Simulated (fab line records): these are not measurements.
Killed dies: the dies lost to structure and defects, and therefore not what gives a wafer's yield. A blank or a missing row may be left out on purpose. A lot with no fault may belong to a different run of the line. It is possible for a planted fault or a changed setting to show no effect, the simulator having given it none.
Which tool was responsible? | flow berkeley-cmos170 | 15 lots, 45 wafers sampled, at 3 steps of a route of 331

== WHAT THE GAUGES READ, wafer by wafer ==
UCB170_PLDD_TW_MEAS_11.
lot  | measured     | on            | PLDD_TW
L587 | day 6 11:29  | film-metro-02 | 1007 1008 1011
L589 | day 6 20:25  | film-metro-02 | 1010 1010 1003
L592 | day 7 04:37  | film-metro-02 | 1011 1012 1006
L594 | day 7 13:51  | film-metro-04 | 1021 1025 1022
L593 | day 7 14:08  | film-metro-02 | 1010 1013 1017
L595 | day 7 19:33  | film-metro-01 | 1001 999 999
L600 | day 8 16:53  | film-metro-01 | 1042 1043 1044
L601 | day 9 11:23  | film-metro-02 | 1009 1010 1013
L602 | day 9 11:37  | film-metro-04 | 1070 1073 1064
L605 | day 9 21:52  | film-metro-04 | 1021 1023 1015
L604 | day 9 22:11  | film-metro-02 | 1056 1057 1060
L606 | day 9 22:26  | film-metro-01 | 991 985 991
L608 | day 10 20:37 | film-metro-01 | 1000 999 998
L609 | day 10 21:07 | film-metro-02 | 1012 1009 1015
L610 | day 10 22:16 | film-metro-01 | 1000 989 994

UCB170_SDANNEAL_RS_MEAS_04: measures by four-point-probe.
lot  | measured     | on            | PLDD_RS (ohm/sq)
L587 | day 7 03:45  | film-metro-01 | 1034 1030 1033
L589 | day 7 07:17  | film-metro-02 | 1029 1030 1031
L592 | day 7 16:14  | film-metro-02 | 1037 1033 1035
L594 | day 8 05:01  | film-metro-02 | 1032 1033 1038
L593 | day 8 05:20  | film-metro-04 | 1032 1034 1030
L595 | day 8 06:38  | film-metro-02 | 1028 1028 1027
L600 | day 9 06:10  | film-metro-04 | 1024 1019 1020
L601 | day 10 00:56 | film-metro-01 | 1033 1033 1032
L602 | day 10 00:04 | film-metro-01 | 1022 1018 1019
L605 | day 10 12:21 | film-metro-02 | 1030 1032 1030
L604 | day 10 12:49 | film-metro-01 | 1020 1022 1017
L606 | day 10 12:33 | film-metro-04 | 1036 1034 1038
L608 | day 11 14:25 | film-metro-01 | 1025 1029 1028
L609 | day 11 14:43 | film-metro-02 | 1034 1032 1036
L610 | day 11 14:52 | film-metro-01 | 1035 1034 1034

== WHAT TOOL EACH LOT RAN ON (gives the tool, then ch and the chambers of the sampled wafers, and finally the start) ==
lot  | UCB170_PLDD_IMPLANT_08
L587 | implanter-01 ch 0, day 6 11:07
L589 | implanter-02 ch 0, day 6 19:58
L592 | implanter-01 ch 0, day 7 04:13
L594 | implanter-04 ch 0, day 7 13:27
L593 | implanter-01 ch 0, day 7 13:46
L595 | implanter-04 ch 0, day 7 19:09
L600 | implanter-01 ch 0, day 8 16:31
L601 | implanter-04 ch 0, day 9 11:01
L602 | implanter-01 ch 0, day 9 11:13
L605 | implanter-04 ch 0, day 9 21:28
L604 | implanter-01 ch 0, day 9 21:49
L606 | implanter-02 ch 0, day 9 22:02
L608 | implanter-02 ch 0, day 10 20:14
L609 | implanter-04 ch 0, day 10 20:44
L610 | implanter-02 ch 0, day 10 21:52
- UCB170_PLDD_IMPLANT_08

== WHAT THE TOOLS THEMSELVES READ (means of the sampled wafers that have a number; where no wafer has one, the mark that the record gives instead) ==
UCB170_PLDD_IMPLANT_08.
lot  | tool         | beam-energy-keV | beam-on-s (s)
L587 | implanter-01 | 10.004          | 10.5
L589 | implanter-02 | 10.004          | 10.0
L592 | implanter-01 | 9.993           | 10.3
L594 | implanter-04 | 9.998           | 10.0
L593 | implanter-01 | 9.994           | 10.4
L595 | implanter-04 | 10.000          | 9.9
L600 | implanter-01 | 13.500          | 10.0
L601 | implanter-04 | 10.005          | 10.1
L602 | implanter-01 | 13.498          | 10.2
L605 | implanter-04 | 10.001          | 10.1
L604 | implanter-01 | 13.500          | 10.0
L606 | implanter-02 | 9.996           | 9.9
L608 | implanter-02 | 10.001          | 9.9
L609 | implanter-04 | 9.998           | 10.0
L610 | implanter-02 | 10.002          | 9.9

== THE ANSWER, worked out from the rows above alone ==
Rule: what is usual is taken from the lots themselves. The widest of any qualifying gaps counts: lots, ordered by their means at a reading, are off when they make up no more than a third of the lots, leave a main group of 4 or more, and stand apart from it by 3 or more times the standard deviation of that group's means. A main group whose means are all the same, to the digits that the tables above print for the reading, isn't used. Also off: a lot with no number at a reading for which 4 or more lots have one. Any other lot the step has rows for is counted as sound. Order of review: gauges by route order, followed by the tools' own readings, for which a lot's mean as printed above is used. The first step at which some lot is off is used, and at that step the reading that is off furthest; a lot without a number counts as furthest.
Off at UCB170_PLDD_IMPLANT_08 (beam-energy-keV): L600, L602, L604. The main group has a mean of 10.000 with a standard deviation of 0.0038.
A tool fits if, at that step or a process step before it, it ran every lot that is off, and no sound lot after the first of them. One fits: UCB170_PLDD_IMPLANT_08 on implanter-01. Its last sound lot is L593 (day 7 13:46), its first lot that is off L600 (day 8 16:31): a fault that began between those two fits.
On the lots that are off, the tool's own readings at UCB170_PLDD_IMPLANT_08 differ by more than 5 times the standard deviation of the sound lots' means, which bears it out; beam-energy-keV reads 13.499 there versus 10.000 on the sound lots.

== WHAT WAS PUT IN BY THE SIMULATOR ==
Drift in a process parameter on implanter-01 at UCB170_PLDD_IMPLANT_08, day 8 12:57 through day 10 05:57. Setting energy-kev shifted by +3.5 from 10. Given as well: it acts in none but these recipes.
Struck lots among those shown: L600, L602, L604. The rule given above showed the same thing.
